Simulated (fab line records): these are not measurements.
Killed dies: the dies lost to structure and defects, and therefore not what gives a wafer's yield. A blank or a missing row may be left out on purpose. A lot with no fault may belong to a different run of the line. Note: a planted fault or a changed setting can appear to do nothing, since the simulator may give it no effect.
2 desks looking at one fault + flow rit-cmos + each desk has only its own numbers; what lay behind them comes last

AT THE TOOL OWNER'S DESK: litho-track-03
The tool's own readings at RIT_M1_COAT_04 (resist thk 1300 nm): means of the sampled wafers that have a number, for each lot that ran on this tool. A lot is out of limits, marked OUT, if its mean lies more than 4 standard deviations from the usual mean; the brackets give that distance.
Columns: A = exhaust-pa at RIT_M1_COAT_04, usual 45.0 Pa; B = spin-speed-rpm at RIT_M1_COAT_04, usual 2000.3 rpm
| lot  | first seen here | A    | B                        |
|------|-----------------|------|--------------------------|
| L587 | day 3 06:11     | 43.4 | 2000.2                   |
| L591 | day 4 02:25     | 44.7 | 2000.2                   |
| L593 | day 4 13:44     | 44.5 | 1999.9                   |
| L596 | day 5 03:59     | 44.6 | 2000.2                   |
| L600 | day 6 04:32     | 44.6 | 1999.6                   |
| L605 | day 7 05:04     | 44.9 | 1713.0 (-99 or more) OUT |
| L606 | day 7 07:09     | 45.1 | 1714.2 (-99 or more) OUT |
Finding of this desk: L605, L606 out of limits; the first was L605 at day 7 05:04, on spin-speed-rpm at RIT_M1_COAT_04. L587, L591, L593, L596, L600 stayed within limits.

THE METROLOGY DESK
What the gauges read for every lot (on any tool): the sampled wafers with a number, averaged. A lot is out of limits, marked OUT, if its mean lies more than 4 standard deviations from the usual mean; the brackets give that distance.
Columns: A = cd-nm at RIT_M1_CD_MEAS_09, usual 2600.4 nm
| lot  | first seen here | A      |
|------|-----------------|--------|
| L587 | day 3 06:55     | 2598.1 |
| L588 | day 3 13:06     | 2599.2 |
| L589 | day 3 20:43     | 2602.4 |
| L590 | day 3 22:54     | 2600.8 |
| L591 | day 4 03:08     | 2596.5 |
| L593 | day 4 14:28     | 2597.6 |
| L594 | day 4 23:10     | 2603.6 |
| L595 | day 5 00:34     | 2605.6 |
| L596 | day 5 04:43     | 2600.5 |
| L599 | day 5 22:56     | 2601.2 |
| L600 | day 6 05:17     | 2601.2 |
| L605 | day 7 05:55     | 2608.6 |
| L606 | day 7 08:00     | 2606.9 |
| L609 | day 7 21:29     | 2603.5 |
This desk's verdict: no lot among the 14 shows anything out of limits.

ALL TOGETHER
An alarm could have come from the tool owner's desk at day 7 05:04, on L605, L606.
The metrology desk saw nothing out of limits.
The metrology desk has L605, L606 on record, within its limits.
RIT_M1_COAT_04 was run on litho-track-03 by each of the lots named.

WHAT THE SIMULATOR HAD PUT IN
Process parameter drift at RIT_M1_COAT_04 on litho-track-03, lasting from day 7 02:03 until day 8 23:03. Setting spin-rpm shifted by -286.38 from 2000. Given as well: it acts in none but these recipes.
Struck lots among those shown: L605, L606.
How many hours passed from the start of the fault until each desk's first out-of-limits reading: the tool owner's desk, 3.
